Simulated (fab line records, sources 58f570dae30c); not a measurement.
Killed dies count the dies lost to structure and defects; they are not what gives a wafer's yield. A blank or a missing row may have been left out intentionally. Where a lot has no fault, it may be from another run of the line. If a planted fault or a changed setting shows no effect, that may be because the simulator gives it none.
fab line records	flow berkeley_cmos170	part 1 of 2: steps 1 to 28 of 38
[record] lots = 5	wafers = 15	last_day = 14
route steps=331 shown NSD@197 BACKSIDE@199 SDANNEAL@204 PSD@206 PLDD@208 NLDD@209 SILICIDE@210 CONTACT@216
lots that met no fault: taken from a fault-free run of the same line
start_h: hours from the record's opening day to when the first of the lot's shown wafers began	wait_h: how many hours have passed since the lot's step before this one	" the same as in the row above	L1.1+2: one row covering several wafers at once	- no value, or no start was given	* or withheld: withheld	< > ~ a bound
route shown NAME@n: names a module that has steps shown in the file, with the first one's number in the route	usual: mean and standard deviation over wafers with no fault	same: alike in all rows	chamber/n: place in a boat	sites: each site's reading	_std_site: standard deviation across them	_edge_site: inner sites' mean taken away from outer sites' mean	radius_mm: how far each site lies from the wafer's centre	mask NAME#n: copy n	behind: the last tool/chamber to shape the wafer	hold: cause of the lot's hold/its duration in hours/its outcome	device: transistor that didn't switch, given as n, p or np	end of line: at the end of the route, the tests of the same wafers	a step given without rows: its recipe and nothing more	killed: dies lost to structure and defects at the first sort, not the wafer's yield	map: a wafer's dies, marking killed ones x, the rest . and places with no die _
set.NAME: the run value of the setting; set.NAME@STEP: its run value at that earlier step	model.NAME: the simulator's own value behind a step, which no gauge read
a table for each step, a row for each wafer; lots at some steps of the route
services: a tool's chamber out of use, with start hour (start_h, from the record's first day; less than 0 if before it), hours out, and reason
[[steps]]
[step UCB170_NSD_TW_MEAS_10]
[usual] NSD_TW = 4146/23
lot.wafer	tool	chamber	start_h	wait_h	NSD_TW
L078.3	film_metro-02	-	210.68	0.1	4100
L078.4	"	-	"	"	4133
L078.6	"	-	"	"	4093
L077.3	film_metro-01	-	211.49	0.1	4140
L077.5	"	-	"	"	4121
L077.6	"	-	"	"	4144
L088.1	film_metro-01	-	276.92	0.1	4159
L088.3	"	-	"	"	4151
L088.6	"	-	"	"	4161
L091.2	film_metro-03	-	291.40	0.1	4137
L091.3	"	-	"	"	4154
L091.5	"	-	"	"	4161
L096.1	film_metro-02	-	320.56	0.1	4144
L096.2	"	-	"	"	4142
L096.4	"	-	"	"	4134
[step UCB170_NSD_CLEAN_11]
[recipe] chemistry = SPM	temp_c = 120	time_s = 600
lot.wafer	tool	chamber	start_h	wait_h
L078.3+4+6	wet_bench-03	0	210.72	0.0
L077.3+5+6	wet_bench-02	0	211.53	0.0
L088.1+3+6	wet_bench-02	0	276.98	0.1
L091.2+3+5	wet_bench-02	1	291.45	0.0
L096.1+2+4	wet_bench-01	3	320.62	0.1
[step UCB170_BACKSIDE_HMDS_00]
[recipe] prime_time_s = 60	prime_temp_c = 100
[same] prime_time_s = 60
lot.wafer	tool	chamber	start_h	wait_h
L078.3+4+6	litho_track-01	0	210.94	0.1
L077.3+5+6	litho_track-03	0	211.75	0.1
L088.1+3+6	litho_track-04	0	277.27	0.1
L091.2+3+5	litho_track-03	0	291.65	0.0
L096.1+2+4	litho_track-04	0	321.07	0.3
[step UCB170_BACKSIDE_COAT_01]
[recipe] resist = KrF	spin_rpm = 1500	resist_thk_nm = 900
lot.wafer	tool	chamber	start_h	wait_h
L078.3+4+6	litho_track-01	0	211.09	0.1
L077.3+5+6	litho_track-03	0	211.90	0.1
L088.1+3+6	litho_track-04	0	277.42	0.1
L091.2+3+5	litho_track-03	0	291.80	0.1
L096.1+2+4	litho_track-04	0	321.22	0.1
[step UCB170_BACKSIDE_SOFTBAKE_02]
[recipe] resist = KrF	temp_c = 130	time_s = 60
[usual] plate_temp_C = 130.01/0.13
lot.wafer	tool	chamber	start_h	wait_h	plate_temp_C
L078.3	litho_track-01	0	211.24	0.1	130.14
L078.4	"	0	"	"	129.93
L078.6	"	0	"	"	130.12
L077.3	litho_track-03	0	212.05	0.1	129.84
L077.5	"	0	"	"	130.11
L077.6	"	0	"	"	130.05
L088.1	litho_track-04	0	277.57	0.1	129.87
L088.3	"	0	"	"	130.03
L088.6	"	0	"	"	129.96
L091.2	litho_track-03	0	291.95	0.1	129.92
L091.3	"	0	"	"	130.12
L091.5	"	0	"	"	129.73
L096.1	litho_track-04	0	321.37	0.1	130.08
L096.2	"	0	"	"	130.17
L096.4	"	0	"	"	130.03
[step UCB170_BACKSIDE_STRIP_03]
[recipe] chemistry = O2	power_w = 400	pressure_mtorr = 3500	platen_temp_c = withheld	o2_flow_sccm = 400	overash_fraction = 0.5
[usual] drypump_motor_current_A = 5.61/0.19	o2_flow_sccm = 400.1/1.2	oes_product_au = 0.735/0.005	strip_time_to_endpoint_s = 21.96/0.061
lot.wafer	tool	chamber	start_h	wait_h	drypump_motor_current_A	o2_flow_sccm	oes_product_au	rf_hours_counter_h	strip_time_to_endpoint_s
L078.3	plasma_asher-04	0	211.38	0.1	5.42	400.7	0.738	-	21.94
L078.4	"	1	"	"	5.47	402.6	0.736	-	21.93
L078.6	"	0	"	"	5.42	400.1	0.734	-	21.99
L077.3	plasma_asher-04	1	212.19	0.1	5.48	400.3	0.738	-	22.08
L077.5	"	1	"	"	5.47	397.6	0.734	-	21.97
L077.6	"	0	"	"	5.42	398.9	0.742	-	22.01
L088.1	plasma_asher-04	1	277.72	0.1	5.46	399.5	0.736	57	21.99
L088.3	"	0	"	"	5.44	399.5	0.730	-	22.00
L088.6	"	0	"	"	5.43	400.6	0.735	-	22.00
L091.2	plasma_asher-04	0	292.08	0.1	5.45	399.9	0.745	60	21.94
L091.3	"	0	"	"	5.44	399.0	0.737	-	21.93
L091.5	"	0	"	"	5.44	400.2	0.731	-	21.88
L096.1	plasma_asher-04	1	321.52	0.1	5.46	401.5	0.731	64	22.02
L096.2	"	0	"	"	5.42	400.1	0.743	64	22.03
L096.4	"	0	"	"	5.42	401.2	0.732	-	22.06
[step UCB170_BACKSIDE_CLEAN_04]
[recipe] chemistry = SPM	temp_c = 120	time_s = 600
lot.wafer	tool	chamber	start_h	wait_h
L078.3+4+6	wet_bench-03	3	211.44	0.0
L077.3+5+6	wet_bench-03	0	212.25	0.0
L088.1+3+6	wet_bench-02	1	277.82	0.1
L091.2+3+5	wet_bench-02	3	292.18	0.1
L096.1+2+4	wet_bench-03	2	321.62	0.1
[step UCB170_SDANNEAL_RTA_00]
[recipe] temp_c = 900	time_s = 10	ambient = N2
[usual] lamp_power_pct = 23.6/1.1	wafer_temp_C_max = 905.0/1.4
lot.wafer	tool	chamber	start_h	wait_h	lamp_power_pct	wafer_temp_C_max
L078.3	rtp_anneal-01	0	211.64	0.0	24.9	904.9
L078.4	"	0	"	"	24.9	904.1
L078.6	"	0	"	"	24.9	905.6
L077.3	rtp_anneal-02	0	212.45	0.0	22.6	902.2
L077.5	"	0	"	"	22.6	903.9
L077.6	"	0	"	"	22.6	903.8
L088.1	rtp_anneal-02	0	277.99	0.0	22.6	903.0
L088.3	"	0	"	"	22.6	904.9
L088.6	"	0	"	"	22.6	903.4
L091.2	rtp_anneal-02	0	292.36	0.0	22.6	905.0
L091.3	"	0	"	"	22.6	904.2
L091.5	"	0	"	"	22.6	904.7
L096.1	rtp_anneal-02	0	321.79	0.0	22.6	903.4
L096.2	"	0	"	"	22.6	904.4
L096.4	"	0	"	"	22.6	905.5
[step UCB170_SDANNEAL_RTA_01]
[recipe] temp_c = 1050	time_s = 5	ambient = N2
[usual] lamp_power_pct = 36.5/1.8	wafer_temp_C_max = 1055.9/1.5
lot.wafer	tool	chamber	start_h	wait_h	lamp_power_pct	wafer_temp_C_max
L078.3	rtp_anneal-01	0	211.70	0.1	38.5	1056.1
L078.4	"	0	"	"	38.4	1057.4
L078.6	"	0	"	"	38.5	1056.9
L077.3	rtp_anneal-02	0	212.52	0.1	34.9	1055.3
L077.5	"	0	"	"	34.9	1054.9
L077.6	"	0	"	"	34.9	1055.1
L088.1	rtp_anneal-02	0	278.06	0.1	34.9	1054.9
L088.3	"	0	"	"	34.9	1054.3
L088.6	"	0	"	"	34.9	1054.9
L091.2	rtp_anneal-02	0	292.43	0.1	35.0	1054.9
L091.3	"	0	"	"	34.9	1055.5
L091.5	"	0	"	"	34.9	1055.6
L096.1	rtp_anneal-02	0	321.86	0.1	34.9	1054.8
L096.2	"	0	"	"	34.9	1055.5
L096.4	"	0	"	"	34.9	1055.3
[step UCB170_SDANNEAL_RS_MEAS_02]
[recipe] thk_meas_gauge = four-point-probe
[usual] PSD_RS = 75.51/0.26
lot.wafer	tool	chamber	start_h	wait_h	PSD_RS[ohm/sq]
L078.3	film_metro-03	-	211.78	0.1	75.58
L078.4	"	-	"	"	75.87
L078.6	"	-	"	"	75.83
L077.3	film_metro-01	-	212.59	0.1	75.13
L077.5	"	-	"	"	75.38
L077.6	"	-	"	"	75.40
L088.1	film_metro-03	-	278.12	0.0	75.52
L088.3	"	-	"	"	75.57
L088.6	"	-	"	"	76.02
L091.2	film_metro-03	-	292.50	0.1	75.58
L091.3	"	-	"	"	75.24
L091.5	"	-	"	"	75.15
L096.1	film_metro-01	-	321.92	0.0	75.16
L096.2	"	-	"	"	75.59
L096.4	"	-	"	"	75.22
[step UCB170_SDANNEAL_RS_MEAS_03]
[recipe] thk_meas_gauge = four-point-probe
[usual] NSD_RS = 37.29/0.1
lot.wafer	tool	chamber	start_h	wait_h	NSD_RS[ohm/sq]
L078.3	film_metro-03	-	211.90	0.1	37.29
L078.4	"	-	"	"	37.42
L078.6	"	-	"	"	37.37
L077.3	film_metro-01	-	212.71	0.1	37.20
L077.5	"	-	"	"	37.15
L077.6	"	-	"	"	37.22
L088.1	film_metro-03	-	278.24	0.1	37.28
L088.3	"	-	"	"	37.27
L088.6	"	-	"	"	37.34
L091.2	film_metro-03	-	292.62	0.1	37.36
L091.3	"	-	"	"	37.43
L091.5	"	-	"	"	37.41
L096.1	film_metro-01	-	322.04	0.1	37.26
L096.2	"	-	"	"	37.27
L096.4	"	-	"	"	37.24
[step UCB170_SDANNEAL_RS_MEAS_04]
[recipe] thk_meas_gauge = four-point-probe
[usual] PLDD_RS = 1032.0/2.8
lot.wafer	tool	chamber	start_h	wait_h	PLDD_RS[ohm/sq]
L078.3	film_metro-03	-	212.02	0.1	1036.8
L078.4	"	-	"	"	1037.2
L078.6	"	-	"	"	1034.8
L077.3	film_metro-01	-	212.83	0.1	1032.6
L077.5	"	-	"	"	1031.4
L077.6	"	-	"	"	1028.6
L088.1	film_metro-03	-	278.36	0.1	1035.5
L088.3	"	-	"	"	1033.0
L088.6	"	-	"	"	1034.8
L091.2	film_metro-03	-	292.74	0.1	1033.9
L091.3	"	-	"	"	1031.5
L091.5	"	-	"	"	1033.1
L096.1	film_metro-01	-	322.16	0.1	1026.6
L096.2	"	-	"	"	1025.6
L096.4	"	-	"	"	1024.6
[step UCB170_SDANNEAL_RS_MEAS_05]
[recipe] thk_meas_gauge = four-point-probe
[usual] NLDD_RS = 616.3/1.6
lot.wafer	tool	chamber	start_h	wait_h	NLDD_RS[ohm/sq]
L078.3	film_metro-03	-	212.14	0.1	615.2
L078.4	"	-	"	"	616.4
L078.6	"	-	"	"	615.2
L077.3	film_metro-01	-	212.95	0.1	617.9
L077.5	"	-	"	"	617.5
L077.6	"	-	"	"	616.6
L088.1	film_metro-03	-	278.48	0.1	615.2
L088.3	"	-	"	"	615.4
L088.6	"	-	"	"	616.2
L091.2	film_metro-03	-	292.86	0.1	616.8
L091.3	"	-	"	"	617.7
L091.5	"	-	"	"	617.1
L096.1	film_metro-01	-	322.28	0.1	612.3
L096.2	"	-	"	"	612.5
L096.4	"	-	"	"	613.2
[step UCB170_SILICIDE_PRE_CLEAN_00]
[recipe] gas = Ar	preclean_etch_time_s = 60
lot.wafer	tool	chamber	start_h	wait_h
L078.3+4+6	pvd_sputter-04	-	212.22	0.1
L077.3+5+6	pvd_sputter-04	-	213.03	0.1
L088.1+3+6	pvd_sputter-04	-	278.60	0.1
L091.2+3+5	pvd_sputter-02	-	292.96	0.1
L096.1+2+4	pvd_sputter-01	-	322.40	0.1
[step UCB170_SILICIDE_SPUTTER_01]
[recipe] material = Ti	target_thk_nm = 30	time_s = 25	power_w = 1500	chamber_pressure_pa = 0.5
[usual] throttle_valve_pct = 30.0/0.77
lot.wafer	tool	chamber	start_h	wait_h	throttle_valve_pct
L078.3	pvd_sputter-04	-	212.29	0.0	29.8
L078.4	"	-	"	"	30.4
L078.6	"	-	"	"	30.2
L077.3	pvd_sputter-04	-	213.10	0.0	29.9
L077.5	"	-	"	"	29.9
L077.6	"	-	"	"	30.2
L088.1	pvd_sputter-04	-	278.66	0.0	30.4
L088.3	"	-	"	"	27.7
L088.6	"	-	"	"	30.1
L091.2	pvd_sputter-02	-	293.02	0.0	30.5
L091.3	"	-	"	"	30.5
L091.5	"	-	"	"	29.0
L096.1	pvd_sputter-01	-	322.47	0.0	30.4
L096.2	"	-	"	"	30.6
L096.4	"	-	"	"	30.0
[step UCB170_SILICIDE_RS_MEAS_02]
[recipe] thk_meas_gauge = four-point-probe	reads = Ti_of_SILICIDE_SPUTTER_01
[usual] SILICIDE_TI_RS = 26.0/0.36
lot.wafer	tool	chamber	start_h	wait_h	SILICIDE_TI_RS[ohm/sq]
L078.3	film_metro-04	-	212.36	0.1	26.7
L078.4	"	-	"	"	26.5
L078.6	"	-	"	"	26.0
L077.3	film_metro-01	-	213.17	0.1	26.6
L077.5	"	-	"	"	26.5
L077.6	"	-	"	"	26.0
L088.1	film_metro-04	-	278.70	0.0	26.2
L088.3	"	-	"	"	26.3
L088.6	"	-	"	"	26.5
L091.2	film_metro-04	-	293.07	0.0	25.4
L091.3	"	-	"	"	25.4
L091.5	"	-	"	"	25.2
L096.1	film_metro-03	-	322.50	0.0	26.0
L096.2	"	-	"	"	26.4
L096.4	"	-	"	"	26.2
[step UCB170_SILICIDE_THK_MEAS_03]
[recipe] thk_meas_gauge = xrf	reads = Ti_of_SILICIDE_SPUTTER_01
[usual] SILICIDE_TI_THK = 30.3/0.42
lot.wafer	tool	chamber	start_h	wait_h	SILICIDE_TI_THK[nm]
L078.3	film_metro-04	-	212.46	0.1	29.6
L078.4	"	-	"	"	29.8
L078.6	"	-	"	"	30.4
L077.3	film_metro-01	-	213.27	0.1	29.6
L077.5	"	-	"	"	29.6
L077.6	"	-	"	"	30.1
L088.1	film_metro-04	-	278.82	0.1	30.2
L088.3	"	-	"	"	30.2
L088.6	"	-	"	"	29.9
L091.2	film_metro-04	-	293.18	0.1	31.0
L091.3	"	-	"	"	30.9
L091.5	"	-	"	"	31.1
L096.1	film_metro-03	-	322.62	0.1	30.0
L096.2	"	-	"	"	29.7
L096.4	"	-	"	"	29.8
[step UCB170_SILICIDE_RTA_04]
[recipe] temp_c = 650	time_s = 15	ambient = N2
[usual] lamp_power_pct = 10.2/0.49	wafer_temp_C_max = 653.7/0.84
lot.wafer	tool	chamber	start_h	wait_h	lamp_power_pct	wafer_temp_C_max
L078.3	rtp_anneal-01	0	212.53	0.1	10.7	653.7
L078.4	"	0	"	"	10.7	653.9
L078.6	"	0	"	"	10.7	653.3
L077.3	rtp_anneal-02	0	213.34	0.1	9.7	652.5
L077.5	"	0	"	"	9.7	652.4
L077.6	"	0	"	"	9.7	653.4
L088.1	rtp_anneal-01	0	278.88	0.1	10.7	654.5
L088.3	"	0	"	"	10.7	654.2
L088.6	"	0	"	"	10.7	654.5
L091.2	rtp_anneal-01	0	293.25	0.1	10.7	653.6
L091.3	"	0	"	"	10.7	656.6
L091.5	"	0	"	"	10.7	653.6
L096.1	rtp_anneal-01	0	322.68	0.1	10.7	655.1
L096.2	"	0	"	"	10.7	654.9
L096.4	"	0	"	"	10.7	653.8
[step UCB170_SILICIDE_WET_ETCH_05]
[recipe] chemistry = SPM	time_s = 45	temp_c = 120	target = Ti
lot.wafer	tool	chamber	start_h	wait_h
L078.3+4+6	wet_bench-02	1	212.58	0.0
L077.3+5+6	wet_bench-02	0	213.39	0.0
L088.1+3+6	wet_bench-02	3	278.95	0.1
L091.2+3+5	wet_bench-02	2	293.31	0.1
L096.1+2+4	wet_bench-02	1	322.75	0.1
[step UCB170_CONTACT_CLEAN_00]
[recipe] chemistry = SPM	temp_c = 120	time_s = 600
lot.wafer	tool	chamber	start_h	wait_h
L078.3+4+6	wet_bench-02	2	212.60	0.0
L077.3+5+6	wet_bench-02	2	213.41	0.0
L088.1+3+6	wet_bench-02	0	278.97	0.0
L091.2+3+5	wet_bench-02	2	293.33	0.0
L096.1+2+4	wet_bench-04	0	322.77	0.0
[step UCB170_CONTACT_CVD_01]
[recipe] material = PSG	target_thk_nm = 700	temp_c = 450	precursor = SiH4/O2/PH3	time_s = 2820	pressure_mtorr = 300	sih4_flow_sccm = 60	o2_flow_sccm = 90	ph3_flow_sccm = 25
[usual] o2_flow_sccm = 90.06/0.24	ph3_flow_sccm = 25.01/0.07	zone_power_load_pct = 7.0/0.86	zone_power_source_pct = 7.1/0.57
lot.wafer	tool	chamber	start_h	wait_h	o2_flow_sccm	ph3_flow_sccm	zone_power_load_pct	zone_power_source_pct
L078.3	lpcvd-01	1	212.77	0.0	90.33	25.00	6.5	6.6
L078.4	"	1	"	"	90.13	24.98	6.8	6.7
L078.6	"	1	"	"	90.12	25.07	6.7	6.7
L077.3	lpcvd-01	1	214.55	1.0	90.04	24.99	6.6	6.6
L077.5	"	1	"	"	90.20	25.04	6.5	6.6
L077.6	"	1	"	"	90.04	25.06	6.7	6.7
L088.1	lpcvd-01	1	279.15	0.0	89.82	25.04	6.6	6.7
L088.3	"	1	"	"	90.21	25.06	6.6	6.7
L088.6	"	1	"	"	90.26	25.05	6.6	6.6
L091.2	lpcvd-01	1	294.69	1.2	90.15	25.06	6.6	6.8
L091.3	"	1	"	"	90.08	25.01	6.6	6.7
L091.5	"	1	"	"	90.07	24.89	6.7	6.6
L096.1	lpcvd-02	1	322.96	0.0	90.20	25.05	8.4	6.9
L096.2	"	1	"	"	90.06	25.09	8.4	6.9
L096.4	"	1	"	"	90.20	25.12	8.3	7.1
[step UCB170_CONTACT_THK_MEAS_02]
[recipe] reads = PSG_of_CONTACT_CVD_01
[usual] CONTACT_PSG_THK = 700/8.2
lot.wafer	tool	chamber	start_h	wait_h	CONTACT_PSG_THK[nm]
L078.3	film_metro-02	-	214.57	0.0	696
L078.4	"	-	"	"	699
L078.6	"	-	"	"	691
L077.3	film_metro-02	-	216.36	0.0	689
L077.5	"	-	"	"	691
L077.6	"	-	"	"	690
L088.1	film_metro-04	-	280.93	0.0	697
L088.3	"	-	"	"	705
L088.6	"	-	"	"	702
L091.2	film_metro-02	-	296.48	0.0	701
L091.3	"	-	"	"	697
L091.5	"	-	"	"	702
L096.1	film_metro-04	-	324.75	0.0	700
L096.2	"	-	"	"	702
L096.4	"	-	"	"	701
[step UCB170_CONTACT_HMDS_03]
[recipe] prime_time_s = 60	prime_temp_c = 100
[same] prime_time_s = 60
lot.wafer	tool	chamber	start_h	wait_h
L078.3+4+6	litho_track-02	0	214.66	0.1
L077.3+5+6	litho_track-02	0	216.45	0.1
L088.1+3+6	litho_track-03	0	280.99	0.1
L091.2+3+5	litho_track-02	0	296.56	0.1
L096.1+2+4	litho_track-03	0	325.68	0.9
[step UCB170_CONTACT_COAT_04]
[recipe] resist = KrF	spin_rpm = 1500	resist_thk_nm = 900
lot.wafer	tool	chamber	start_h	wait_h
L078.3+4+6	litho_track-02	0	214.81	0.1
L077.3+5+6	litho_track-02	0	216.60	0.1
L088.1+3+6	litho_track-03	0	281.14	0.1
L091.2+3+5	litho_track-02	0	296.71	0.1
L096.1+2+4	litho_track-03	0	325.83	0.1
[step UCB170_CONTACT_SOFTBAKE_05]
[recipe] resist = KrF	temp_c = 130	time_s = 60
[usual] plate_temp_C = 129.99/0.15
lot.wafer	tool	chamber	start_h	wait_h	plate_temp_C
L078.3	litho_track-02	0	214.96	0.1	129.97
L078.4	"	0	"	"	129.72
L078.6	"	0	"	"	129.75
L077.3	litho_track-02	0	216.75	0.1	129.95
L077.5	"	0	"	"	129.85
L077.6	"	0	"	"	130.02
L088.1	litho_track-03	0	281.29	0.1	129.87
L088.3	"	0	"	"	129.72
L088.6	"	0	"	"	129.95
L091.2	litho_track-02	0	296.86	0.1	130.05
L091.3	"	0	"	"	129.93
L091.5	"	0	"	"	129.85
L096.1	litho_track-03	0	325.98	0.1	130.14
L096.2	"	0	"	"	129.87
L096.4	"	0	"	"	130.12
[step UCB170_CONTACT_STRIP_06]
[recipe] chemistry = O2	power_w = 400	pressure_mtorr = 3500	platen_temp_c = withheld	o2_flow_sccm = 400	overash_fraction = 0.5
[usual] drypump_motor_current_A = 5.7/0.38	o2_flow_sccm = 399.8/1.2	oes_product_au = 0.735/0.004	strip_time_to_endpoint_s = 21.96/0.055
lot.wafer	tool	chamber	start_h	wait_h	drypump_motor_current_A	o2_flow_sccm	oes_product_au	rf_hours_counter_h	strip_time_to_endpoint_s
L078.3	plasma_asher-03	1	215.10	0.1	6.4	400.5	0.738	-	21.95
L078.4	"	0	"	"	5.6	401.5	0.731	-	21.99
L078.6	"	1	"	"	6.4	398.8	0.732	-	21.99
L077.3	plasma_asher-03	1	216.90	0.1	6.5	398.8	0.735	-	21.98
L077.5	"	0	"	"	5.6	399.4	0.738	-	21.93
L077.6	"	1	"	"	6.4	399.0	0.737	-	21.90
L088.1	plasma_asher-04	1	281.44	0.1	5.5	399.6	0.730	58	22.04
L088.3	"	1	"	"	5.5	402.6	0.731	-	22.00
L088.6	"	0	"	"	5.4	398.7	0.735	-	22.08
L091.2	plasma_asher-04	0	296.98	0.1	5.4	400.3	0.730	60	21.93
L091.3	"	0	"	"	5.4	400.5	0.732	-	21.98
L091.5	"	0	"	"	5.4	400.9	0.732	-	21.90
L096.1	plasma_asher-03	0	326.13	0.1	5.6	401.0	0.734	23	21.93
L096.2	"	1	"	"	6.4	399.2	0.731	23	22.00
L096.4	"	1	"	"	6.4	398.7	0.736	-	21.94
[step UCB170_CONTACT_CLEAN_07]
[recipe] chemistry = SPM	temp_c = 120	time_s = 600
lot.wafer	tool	chamber	start_h	wait_h
L078.3+4+6	wet_bench-01	3	215.16	0.0
L077.3+5+6	wet_bench-01	0	216.96	0.0
L088.1+3+6	wet_bench-04	0	283.42	1.9
L091.2+3+5	wet_bench-02	3	297.08	0.1
L096.1+2+4	wet_bench-02	0	326.40	0.2
[step UCB170_CONTACT_RTA_08]
[recipe] temp_c = 900	time_s = 10	ambient = N2
[usual] lamp_power_pct = 23.7/1.1	wafer_temp_C_max = 905.0/1.3
lot.wafer	tool	chamber	start_h	wait_h	lamp_power_pct	wafer_temp_C_max
L078.3	rtp_anneal-01	0	215.38	0.0	24.9	905.4
L078.4	"	0	"	"	24.9	908.4
L078.6	"	0	"	"	24.9	904.8
L077.3	rtp_anneal-01	0	217.18	0.0	24.9	905.7
L077.5	"	0	"	"	24.9	907.3
L077.6	"	0	"	"	24.9	904.0
L088.1	rtp_anneal-02	0	283.63	0.0	22.6	904.3
L088.3	"	0	"	"	22.6	905.0
L088.6	"	0	"	"	22.6	904.3
L091.2	rtp_anneal-02	0	297.27	0.0	22.6	903.8
L091.3	"	0	"	"	22.6	903.5
L091.5	"	0	"	"	22.6	903.7
L096.1	rtp_anneal-02	0	326.59	0.0	22.6	904.7
L096.2	"	0	"	"	22.6	903.9
L096.4	"	0	"	"	22.6	903.6
